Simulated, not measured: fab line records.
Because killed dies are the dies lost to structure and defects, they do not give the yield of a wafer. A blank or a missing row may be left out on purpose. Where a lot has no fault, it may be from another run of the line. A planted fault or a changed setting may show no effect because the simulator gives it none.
fab line records | flow rit-cmos
record lots=14 wafers=42 last-day=7
route steps=202 shown ACTIVE@14 NRETRO@62 SDANNEAL@154 NSD@158 M1@202
lots untouched by any fault: they come from a run of this same line in which no faults occurred
start-h: the number of hours between the record's first day and the start of the first shown wafer of the lot | wait-h: hours from the lot's prior step to this one | " unchanged from the row above | L1.1+2: one row covering several wafers at once | - no value present, or no start provided | * or withheld: withheld | < > ~ a bound
route shown NAME@n: a module of which the file shows steps, and the number in the route of the first | usual: the fault-free wafers' mean and standard deviation | same: alike in all rows | chamber/n: place in a boat | sites: readings site by site | _std_site: how widely they spread, as a standard deviation | _edge_site: inner sites' mean taken away from outer sites' mean | radius-mm: how far each site lies from the wafer's centre | mask NAME#n: copy n | behind: the tool/chamber that last shaped the wafer | hold: why the lot went on hold/how many hours it stayed there/how the hold came to an end | device: the n, p or np transistor that did not switch | end of line: the route-end tests of the same wafers | step lacking rows: just its recipe | killed: count of dies lost to structure and defects at first sort (not the wafer's yield) | map: per-die view of a wafer (x killed, . not killed, _ where there is no die)
set.NAME: the setting that was run; set.NAME@STEP: the one run at that earlier step | model.NAME: the simulator's own value behind a step, which no gauge read
route steps across a sampled set of lots; one table per step, one row per wafer
services: from which hour (start-h, from the record's first day; less than 0 if before it) a tool's chamber was out of use, for how many hours, and why
## steps
# step RIT_ACTIVE_ETCH_13
# recipe stop-on=SiO2 chemistry=SF6 target=Si3N4 time-s=210 over-etch-frac=0.4 SF6_flow_sccm=200 pressure-mtorr=260 rf-w=125 target-depth-a=2100
# usual drypump-motor-current-A=5.7/0.46 oes-product-au=0.825/0.014 rf-fwd-power-W=124.7/0.39 throttle-valve-pct=7.46/0.089
# columns lot.wafer tool chamber start-h wait-h drypump-motor-current-A oes-product-au rf-fwd-power-W rf-hours-counter-h throttle-valve-pct
L718.1 rie-diel-02 0 16.16 0.1 5.9 0.810 125.3 100 7.32
L718.3 " 3 " " 4.8 0.844 124.8 94 7.59
L718.5 " 3 " " 4.8 0.839 124.3 - 7.57
L721.1 rie-diel-02 1 29.71 0.1 5.9 0.829 125.1 33 7.51
L721.4 " 3 " " 4.8 0.840 124.7 95 7.58
L721.6 " 0 " " 5.9 0.825 124.8 - 7.32
L722.1 rie-diel-04 1 34.88 0.1 5.7 0.838 124.8 157 7.39
L722.2 " 2 " " 5.4 0.839 124.8 94 7.49
L722.6 " 1 " " 5.7 0.836 124.2 - 7.39
L723.1 rie-diel-03 0 39.83 0.1 6.2 0.828 124.4 21 7.47
L723.2 " 1 " " 6.1 0.807 125.2 160 7.59
L723.5 " 3 " " 6.5 0.808 124.5 - 7.37
L724.1 rie-diel-02 3 44.83 0.1 4.8 0.842 124.0 95 7.57
L724.3 " 1 " " 5.9 0.830 124.3 33 7.49
L724.5 " 3 " " 4.8 0.835 124.2 - 7.56
L725.2 rie-diel-02 3 50.39 0.1 4.8 0.829 124.2 95 7.55
L725.5 " 0 " " 5.9 0.806 124.1 - 7.32
L725.6 " 1 " " 5.9 0.829 124.2 - 7.50
L726.1 rie-diel-04 2 54.71 0.1 5.4 0.829 124.4 95 7.50
L726.4 " 0 " " 6.1 0.826 124.9 156 7.43
L726.5 " 3 " " 5.8 0.833 125.0 - 7.37
L727.3 rie-diel-04 0 59.99 0.1 6.1 0.810 124.4 156 7.43
L727.4 " 2 " " 5.4 0.834 124.7 95 7.50
L727.6 " 3 " " 5.9 0.833 125.3 - 7.36
L731.1 rie-diel-04 2 80.91 0.1 5.4 0.814 125.4 95 7.51
L731.2 " 3 " " 5.8 0.818 124.6 126 7.34
L731.6 " 3 " " 5.8 0.812 124.7 - 7.36
L732.3 rie-diel-02 3 84.71 0.1 4.8 0.846 124.2 96 7.58
L732.4 " 1 " " 5.9 0.831 124.8 34 7.49
L732.6 " 0 " " 5.9 0.808 124.8 - 7.32
L736.1 rie-diel-02 1 107.99 0.1 5.9 0.817 124.3 34 7.50
L736.2 " 3 " " 4.8 0.835 124.8 96 7.59
L736.3 " 2 " " 5.3 0.832 124.4 56 7.47
L738.2 rie-diel-02 0 114.83 0.1 5.9 0.809 124.9 102 7.33
L738.3 " 3 " " 4.8 0.845 124.1 96 7.58
L738.5 " 0 " " 5.9 0.814 124.9 - 7.35
L740.2 rie-diel-04 0 124.87 0.1 6.1 0.810 124.6 157 7.42
L740.3 " 2 " " 5.4 0.819 125.1 96 7.50
L740.6 " 3 " " 5.9 0.820 124.9 - 7.37
L741.2 rie-diel-03 1 129.83 0.1 6.0 0.819 124.6 0 7.57
L741.4 " 2 " " 6.0 0.833 124.3 58 7.60
L741.6 " 0 " " 6.2 0.821 125.3 - 7.47
# step RIT_NRETRO_STRIP_09
# recipe chemistry=O2 time-s=180 resist=NOVOLAK platen-temp-c=withheld power-w=500 pressure-mtorr=4000 o2-flow-sccm=4000
# usual drypump-motor-current-A=5.5/0.4
# columns lot.wafer tool chamber start-h wait-h drypump-motor-current-A rf-hours-counter-h
L718.1 plasma-asher-04 1 33.69 0.1 5.5 40
L718.3 " 0 " " 5.8 -
L718.5 " 0 " " 5.8 -
L721.1 plasma-asher-01 0 45.80 0.1 4.8 25
L721.4 " 1 " " 5.9 -
L721.6 " 1 " " 5.9 -
L722.1 plasma-asher-04 1 50.85 0.1 5.6 42
L722.2 " 0 " " 5.8 42
L722.6 " 0 " " 5.8 -
L723.1 plasma-asher-04 1 58.00 0.1 5.5 42
L723.2 " 0 " " 5.8 42
L723.5 " 1 " " 5.5 -
L724.1 plasma-asher-03 1 60.81 0.1 5.7 42
L724.3 " 0 " " 4.8 -
L724.5 " 1 " " 5.7 -
L725.2 plasma-asher-04 0 65.15 0.1 5.8 43
L725.5 " 0 " " 5.8 -
L725.6 " 1 " " 5.5 -
L726.1 plasma-asher-04 0 70.63 0.1 5.8 44
L726.4 " 0 " " 5.8 -
L726.5 " 1 " " 5.5 -
L727.3 plasma-asher-04 0 74.67 0.1 5.8 -
L727.4 " 1 " " 5.5 -
L727.6 " 0 " " 5.8 -
L731.1 plasma-asher-03 1 95.47 0.1 5.7 46
L731.2 " 0 " " 4.8 46
L731.6 " 1 " " 5.7 -
L732.3 plasma-asher-01 0 99.64 0.1 4.8 -
L732.4 " 1 " " 5.8 -
L732.6 " 0 " " 4.8 -
L736.1 plasma-asher-01 0 124.61 0.1 4.8 32
L736.2 " 1 " " 5.9 32
L736.3 " 1 " " 5.9 -
L738.2 plasma-asher-04 0 129.83 0.1 5.8 1
L738.3 " 1 " " 5.5 -
L738.5 " 1 " " 5.5 -
L740.2 plasma-asher-01 1 139.71 0.1 5.9 34
L740.3 " 0 " " 4.8 -
L740.6 " 0 " " 4.8 -
L741.2 plasma-asher-04 1 144.70 0.1 5.5 3
L741.4 " 0 " " 5.8 -
L741.6 " 1 " " 5.5 -
# step RIT_SDANNEAL_CLEAN_01
# recipe chemistry=dHF dilution=50:1 time-s=30
# columns lot.wafer tool chamber start-h wait-h
L718.1+3+5 wet-bench-01 1 53.02 0.0
L721.1+4+6 wet-bench-01 3 65.93 0.0
L722.1+2+6 wet-bench-01 2 69.87 0.0
L723.1+2+5 wet-bench-01 3 77.75 0.0
L724.1+3+5 wet-bench-02 2 80.83 0.0
L725.2+5+6 wet-bench-02 3 85.00 0.0
L726.1+4+5 wet-bench-02 3 91.43 0.0
L727.3+4+6 wet-bench-03 3 94.43 0.0
L731.1+2+6 wet-bench-03 1 115.54 0.0
L732.3+4+6 wet-bench-03 2 121.54 0.0
L736.1+2+3 wet-bench-02 3 144.87 0.0
L738.2+3+5 wet-bench-02 0 148.53 0.0
L740.2+3+6 wet-bench-01 2 160.23 0.0
L741.2+4+6 wet-bench-03 0 165.48 0.0
# step RIT_SDANNEAL_RS_MEAS_05
# recipe thk-meas-gauge=four-point-probe
# usual NSD_RS=84.57/0.22
# columns lot.wafer tool chamber start-h wait-h NSD_RS[ohm/sq]
L718.1 film-metro-01 - 53.39 0.1 84.53
L718.3 " - " " 84.60
L718.5 " - " " 84.52
L721.1 film-metro-01 - 66.32 0.1 84.62
L721.4 " - " " 84.81
L721.6 " - " " 84.59
L722.1 film-metro-03 - 70.24 0.1 84.76
L722.2 " - " " 84.73
L722.6 " - " " 84.94
L723.1 film-metro-03 - 78.12 0.1 84.82
L723.2 " - " " 84.51
L723.5 " - " " 84.95
L724.1 film-metro-03 - 81.28 0.1 84.42
L724.3 " - " " 84.57
L724.5 " - " " 84.45
L725.2 film-metro-03 - 85.40 0.1 84.98
L725.5 " - " " 84.58
L725.6 " - " " 84.55
L726.1 film-metro-02 - 91.83 0.1 84.63
L726.4 " - " " 84.60
L726.5 " - " " 84.56
L727.3 film-metro-02 - 94.85 0.1 84.38
L727.4 " - " " 84.21
L727.6 " - " " 84.45
L731.1 film-metro-01 - 115.91 0.1 84.70
L731.2 " - " " 84.50
L731.6 " - " " 84.68
L732.3 film-metro-03 - 121.95 0.1 84.61
L732.4 " - " " 84.40
L732.6 " - " " 84.35
L736.1 film-metro-02 - 145.25 0.1 84.60
L736.2 " - " " 84.69
L736.3 " - " " 84.82
L738.2 film-metro-03 - 148.93 0.1 84.33
L738.3 " - " " 84.47
L738.5 " - " " 84.39
L740.2 film-metro-02 - 160.62 0.1 84.38
L740.3 " - " " 84.32
L740.6 " - " " 84.19
L741.2 film-metro-02 - 165.88 0.1 84.85
L741.4 " - " " 84.41
L741.6 " - " " 84.57
# step RIT_M1_PROBE_99
# usual killed-at-contacts=0.1/0.31 killed-at-front-end=7/3.2 killed-dies=7/3.2 killed-on-rim=1.8/1.3 killed-open=3.6/2.1 killed-short=3.5/2.1
# same gross-dies=264 killed_at_M0_to_M3=0 killed_at_M4_up=0 killed-at-back-side=0 killed-at-other=0
# columns lot.wafer tool chamber start-h wait-h killed-at-contacts killed-at-front-end killed-dies killed-on-rim killed-open killed-short
L718.1 prober-01 - 60.95 0.1 0 6 6 3 3 3
L718.3 prober-01 - 61.05 0.2 0 2 2 1 0 2
L718.5 prober-01 - 61.15 0.2 0 5 5 0 3 2
L721.1 prober-02 - 73.67 0.1 0 2 2 0 2 0
L721.4 prober-02 - 73.82 0.2 1 6 7 3 2 5
L721.6 prober-02 - 73.92 0.2 0 5 5 2 1 4
L722.1 prober-02 - 77.95 0.1 0 11 11 5 7 4
L722.2 prober-02 - 78.00 0.1 0 5 5 3 2 3
L722.6 prober-02 - 78.20 0.2 0 6 6 2 2 4
L723.1 prober-01 - 85.74 0.1 0 6 6 2 3 3
L723.2 prober-01 - 85.79 0.1 0 7 7 3 4 3
L723.5 prober-01 - 85.94 0.2 0 5 5 2 3 2
L724.1 prober-02 - 88.82 0.1 0 6 6 2 2 4
L724.3 prober-02 - 88.92 0.2 0 3 3 1 1 2
L724.5 prober-02 - 89.02 0.2 0 3 3 1 2 1
L725.2 prober-01 - 92.93 0.1 0 9 9 4 5 4
L725.5 prober-01 - 93.08 0.2 0 7 7 1 4 3
L725.6 prober-01 - 93.13 0.2 0 5 5 2 2 3
L726.1 prober-02 - 99.54 0.1 0 7 7 2 4 3
L726.4 prober-02 - 99.69 0.2 0 5 5 1 5 0
L726.5 prober-02 - 99.74 0.2 0 20 20 3 11 9
L727.3 prober-01 - 103.14 0.2 0 5 5 0 2 3
L727.4 prober-01 - 103.19 0.2 0 10 10 2 8 2
L727.6 prober-01 - 103.29 0.2 0 7 7 3 4 3
L731.1 prober-01 - 123.67 0.1 0 7 7 2 3 4
L731.2 prober-01 - 123.72 0.1 0 5 5 1 2 3
L731.6 prober-01 - 123.92 0.2 0 9 9 1 2 7
L732.3 prober-02 - 129.80 0.2 0 6 6 4 4 2
L732.4 prober-02 - 129.85 0.2 0 13 13 4 6 7
L732.6 prober-02 - 129.95 0.2 0 5 5 1 4 1
L736.1 prober-02 - 153.58 0.1 0 23 23 8 0 4
L736.2 prober-02 - 153.63 0.1 0 28 28 9 3 4
L736.3 prober-02 - 153.68 0.2 0 32 32 8 4 5
L738.2 prober-02 - 156.44 0.1 0 11 11 8 0 2
L738.3 prober-02 - 156.49 0.2 0 16 16 9 1 4
L738.5 prober-02 - 156.59 0.2 0 23 23 11 1 9
L740.2 prober-02 - 167.92 0.1 0 4 4 0 2 2
L740.3 prober-02 - 167.97 0.2 1 6 7 1 4 3
L740.6 prober-02 - 168.12 0.2 0 4 4 1 2 2
L741.2 prober-01 - 173.05 0.1 1 8 9 2 6 3
L741.4 prober-01 - 173.15 0.2 0 12 12 4 8 4
L741.6 prober-01 - 173.25 0.2 0 10 10 4 4 5
# killed by level:class
L718.1 SILICIDE:geometric-particle:open=2 FOX2:geometric-particle:short=1 GATE:geometric-particle:short=1 SPACER:geometric-particle:open=1 SPACER:geometric-particle:short=1
L718.3 FOX1:geometric-particle:short=2
L718.5 SPACER:geometric-particle:short=2 GATE:geometric-particle:open=1 REOX:geometric-particle:open=1 SILICIDE:geometric-particle:open=1
L721.1 GATE:geometric-particle:open=1 SPACER:geometric-particle:open=1
L721.4 FOX1:geometric-particle:open=1 FOX1:geometric-particle:short=1 GATE:geometric-particle:short=1 REOX:geometric-particle:open=1 SPACER:geometric-particle:short=1 SILICIDE:geometric-particle:short=1 CONTACT:geometric-particle:short=1
L721.6 GATE:geometric-particle:short=2 FOX1:geometric-particle:open=1 SILICIDE:geometric-particle:short=1 SPACER:geometric-particle:short=1
L722.1 SPACER:geometric-particle:open=4 REOX:geometric-particle:open=2 SPACER:geometric-particle:short=2 SILICIDE:geometric-particle:short=2 GATE:geometric-particle:open=1
L722.2 SILICIDE:geometric-particle:short=2 FOX1:geometric-particle:open=1 GATE:geometric-particle:short=1 SPACER:geometric-particle:open=1
L722.6 REOX:geometric-particle:open=2 SILICIDE:geometric-particle:short=2 REOX:geometric-particle:short=1 SPACER:geometric-particle:short=1
L723.1 GATE:geometric-particle:open=2 REOX:geometric-particle:short=1 SPACER:geometric-particle:short=1 SILICIDE:geometric-particle:open=1 SILICIDE:geometric-particle:short=1
L723.2 GATE:geometric-particle:open=2 SPACER:geometric-particle:open=2 GATE:geometric-particle:short=1 REOX:geometric-particle:short=1 SPACER:geometric-particle:short=1
L723.5 FOX1:geometric-particle:open=1 FOX2:geometric-particle:open=1 GATE:geometric-particle:open=1 GATE:geometric-particle:short=1 SPACER:geometric-particle:short=1
L724.1 GATE:geometric-particle:short=2 SILICIDE:geometric-particle:short=2 SPACER:geometric-particle:open=1 SILICIDE:geometric-particle:open=1
L724.3 FOX1:geometric-particle:short=1 GATE:geometric-particle:short=1 SPACER:geometric-particle:open=1
L724.5 FOX1:geometric-particle:short=1 GATE:geometric-particle:open=1 REOX:geometric-particle:open=1
L725.2 GATE:geometric-particle:open=2 SILICIDE:geometric-particle:open=2 FOX1:geometric-particle:open=1 FOX2:geometric-particle:short=1 GATE:geometric-particle:short=1 REOX:geometric-particle:short=1 SPACER:geometric-particle:short=1
L725.5 GATE:geometric-particle:open=3 REOX:geometric-particle:short=2 GATE:geometric-particle:short=1 REOX:geometric-particle:open=1
L725.6 REOX:geometric-particle:short=2 GATE:geometric-particle:open=1 REOX:geometric-particle:open=1 SILICIDE:geometric-particle:short=1
L726.1 GATE:geometric-particle:open=3 SPACER:geometric-particle:short=2 FOX2:geometric-particle:short=1 REOX:geometric-particle:open=1
L726.4 SPACER:geometric-particle:open=4 REOX:geometric-particle:open=1
L726.5 FOX2:geometric-particle:open=4 GATE:geometric-particle:short=4 GATE:geometric-particle:open=3 SPACER:geometric-particle:short=3 SPACER:geometric-particle:open=2 SILICIDE:geometric-particle:open=2 FOX2:geometric-particle:short=1 REOX:geometric-particle:short=1
L727.3 GATE:geometric-particle:short=2 FOX1:geometric-particle:open=1 REOX:geometric-particle:open=1 REOX:geometric-particle:short=1
L727.4 GATE:geometric-particle:open=6 REOX:geometric-particle:short=2 FOX2:geometric-particle:open=1 REOX:geometric-particle:open=1
L727.6 REOX:geometric-particle:open=3 GATE:geometric-particle:short=1 GATE:geometric-particle:open=1 REOX:geometric-particle:short=1 SILICIDE:geometric-particle:short=1
L731.1 GATE:geometric-particle:short=2 GATE:geometric-particle:open=2 SPACER:geometric-particle:short=2 SPACER:geometric-particle:open=1
L731.2 FOX1:geometric-particle:open=2 GATE:geometric-particle:short=2 SPACER:geometric-particle:short=1
L731.6 SPACER:geometric-particle:short=3 FOX1:geometric-particle:short=2 FOX1:geometric-particle:open=1 FOX2:geometric-particle:open=1 GATE:geometric-particle:short=1 REOX:geometric-particle:short=1
L732.3 GATE:geometric-particle:open=3 FOX1:geometric-particle:open=1 REOX:geometric-particle:short=1 SILICIDE:geometric-particle:short=1
L732.4 SILICIDE:geometric-particle:open=5 GATE:geometric-particle:short=4 SPACER:geometric-particle:short=2 GATE:geometric-particle:open=1 SILICIDE:geometric-particle:short=1
L732.6 SILICIDE:geometric-particle:open=3 FOX2:geometric-particle:short=1 REOX:geometric-particle:open=1
L736.1 SDANNEAL:unspecified=19 FOX1:geometric-particle:short=1 FOX2:geometric-particle:short=1 REOX:geometric-particle:short=1 SPACER:geometric-particle:short=1
L736.2 SDANNEAL:unspecified=21 GATE:geometric-particle:short=2 GATE:geometric-particle:open=2 REOX:geometric-particle:open=1 REOX:geometric-particle:short=1 SPACER:geometric-particle:short=1
L736.3 SDANNEAL:unspecified=23 GATE:geometric-particle:short=2 REOX:geometric-particle:open=2 FOX1:geometric-particle:open=1 REOX:geometric-particle:short=1 FOX2:geometric-particle:short=1 GATE:geometric-particle:open=1 SILICIDE:geometric-particle:short=1
L738.2 SDANNEAL:unspecified=9 SPACER:geometric-particle:short=2
L738.3 SDANNEAL:unspecified=11 GATE:geometric-particle:short=3 SPACER:geometric-particle:open=1 SILICIDE:geometric-particle:short=1
L738.5 SDANNEAL:unspecified=13 REOX:geometric-particle:short=3 SPACER:geometric-particle:short=2 FOX1:geometric-particle:short=1 FOX2:geometric-particle:short=1 GATE:geometric-particle:open=1 GATE:geometric-particle:short=1 SILICIDE:geometric-particle:short=1
L740.2 FOX1:geometric-particle:short=2 FOX2:geometric-particle:open=2
L740.3 GATE:geometric-particle:open=2 GATE:geometric-particle:short=2 REOX:geometric-particle:open=1 SPACER:geometric-particle:short=1 CONTACT:geometric-particle:open=1
L740.6 REOX:geometric-particle:short=2 REOX:geometric-particle:open=2
L741.2 GATE:geometric-particle:open=3 FOX2:geometric-particle:short=1 GATE:geometric-particle:short=1 REOX:geometric-particle:open=1 SPACER:geometric-particle:open=1 SILICIDE:geometric-particle:open=1 CONTACT:geometric-particle:short=1
L741.4 GATE:geometric-particle:open=4 FOX2:geometric-particle:open=3 ACTIVE:geometric-particle:short=1 GATE:geometric-particle:short=1 REOX:geometric-particle:short=1 SPACER:geometric-particle:short=1 SPACER:geometric-particle:open=1
L741.6 GATE:geometric-particle:short=3 SILICIDE:geometric-particle:open=2 GATE:geometric-particle:open=1 REOX:geometric-particle:short=1 SPACER:geometric-particle:open=1 SILICIDE:geometric-particle:short=1 PSD:coat-microbubble-printed=1
## services
# columns tool chamber start-h hours kind
rie-diel-02 3 -1.76 7.7 repair
wet-bench-03 - 4.08 50.8 pm
plasma-asher-03 - 6.39 0.4 repair
plasma-asher-03 - 9.13 2.8 pm
rie-diel-03 - 25.17 2.8 pm
rie-diel-02 - 40.32 0.2 repair
plasma-asher-04 - 54.47 2.2 repair
wet-bench-03 - 56.80 3.3 repair
rie-diel-03 0 64.49 8.8 repair
rie-diel-02 2 65.04 6.8 repair
plasma-asher-01 - 70.32 15.6 pm
rie-diel-03 1 70.39 5.8 repair
rie-diel-02 2 76.23 7.0 repair
rie-diel-03 3 98.50 4.9 repair
rie-diel-04 1 105.26 - clean
rie-diel-04 1 105.26 22.6 scheduled-down
rie-diel-04 1 105.26 22.6 vent-cycle
plasma-asher-04 - 108.75 9.0 pm
plasma-asher-04 0 108.75 9.0 vent-cycle
plasma-asher-04 1 108.75 9.0 vent-cycle
rie-diel-04 3 112.37 7.4 repair
plasma-asher-04 0 117.75 - clean
plasma-asher-04 1 117.75 - clean
rie-diel-04 - 159.14 2.8 pm
## key
first-sign step=RIT_M1_PROBE_99 reading=killed-at-front-end direction=up sigmas=4.8 usual=7 struck=22
effect step=RIT_M1_PROBE_99 reading=killed-dies direction=up sigmas=4.7 usual=7 struck=22
met-at RIT_SDANNEAL_CLEAN_01
struck-lots L736,L738
tester-left-out L736,L738
not-acting-at RIT_ACTIVE_ETCH_13,RIT_NRETRO_STRIP_09,RIT_SDANNEAL_RS_MEAS_05
onset-between 91.43 144.87
fault kind=chamber-particle-source tool=wet-bench-02 chamber=- onset-h=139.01 steps=RIT_SDANNEAL_CLEAN_01 rate-per-visit-cm2=0.41611 end-h=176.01
# tester-left-out: of these lots the tester's yield and bins aren't shown, on N5 and GAA mostly nor the transistor test; their killed dies are dies lost to structure and defects alone, not to doping, threshold or leakage, so they don't give the yield
